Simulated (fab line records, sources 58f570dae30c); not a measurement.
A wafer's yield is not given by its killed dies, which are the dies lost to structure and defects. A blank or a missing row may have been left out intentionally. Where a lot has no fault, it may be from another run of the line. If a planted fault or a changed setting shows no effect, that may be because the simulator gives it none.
Which tool is to blame? ; flow berkeleyCmos170 ; 6 lots with 18 wafers sampled at 3 steps, on a route of 331 steps

WHAT EACH GAUGE READ, for each wafer
UCB170_CONTACT_THK_MEAS_02.
lot;measured;on;CONTACT_PSG_THK (nm)
L318;day 7 00:02;filmMetro-01;708 712 712
L327;day 8 22:35;filmMetro-02;708 711 709
L328;day 8 22:35;filmMetro-01;716 712 707
L331;day 10 03:09;filmMetro-04;702 698 702
L333;day 10 07:13;filmMetro-01;705 702 706
L337;day 11 05:34;filmMetro-04;516 514 518 516 514 518

WHAT TOOL EACH LOT RAN ON (gives the tool, then ch and the chambers of the sampled wafers, and finally the start)
lot;UCB170_NLDD_STRIP_10;UCB170_CONTACT_CVD_01
L318;plasmaAsher-03 ch 0,1, day 6 10:06;lpcvd-01 ch 0, day 6 22:15
L327;plasmaAsher-04 ch 0,1, day 8 10:10;lpcvd-01 ch 1, day 8 20:48
L328;plasmaAsher-03 ch 0,1, day 8 10:24;lpcvd-01 ch 1, day 8 20:48
L331;plasmaAsher-04 ch 0, day 9 10:59;lpcvd-02 ch 0, day 10 00:29
L333;plasmaAsher-04 ch 0,1, day 9 20:27;lpcvd-02 ch 0, day 10 05:26
L337;plasmaAsher-02 ch 0,1, day 10 16:23;lpcvd-02 ch 0, day 11 03:46
- UCB170_NLDD_STRIP_10: strips in O2.
- UCB170_CONTACT_CVD_01: deposits PSG from SiH4/O2/PH3, target thk 700 nm, time 2820 s.

THE ANSWER, worked out from the rows above alone
Rule: the lots themselves supply what counts as usual. The widest of any qualifying gaps counts: lots, ordered by their means at a reading, are off when they make up no more than a third of the lots, leave a main group of 4 or more, and stand apart from it by 3 or more times the standard deviation of that group's means. If all means in a main group match to the digits the tables above print for the reading, that group is not used. Also off: a lot with no number at a reading for which 4 or more lots have one. Any other lot the step has rows for is counted as sound.
Off: L337, seen at UCB170_CONTACT_THK_MEAS_02 (CONTACT_PSG_THK). Main group: mean 707 nm, sd 4.2.
If a tool, at a process step before that reading, ran all the lots that are off and no sound lot after the first of them, it fits. The gauges at UCB170_CONTACT_THK_MEAS_02 are tried like those tools. Can't be told from this: 3 tools fit, plasmaAsher-02 at UCB170_NLDD_STRIP_10, lpcvd-02 at UCB170_CONTACT_CVD_01, filmMetro-04 at UCB170_CONTACT_THK_MEAS_02.

WHAT THE SIMULATOR HAD PUT IN
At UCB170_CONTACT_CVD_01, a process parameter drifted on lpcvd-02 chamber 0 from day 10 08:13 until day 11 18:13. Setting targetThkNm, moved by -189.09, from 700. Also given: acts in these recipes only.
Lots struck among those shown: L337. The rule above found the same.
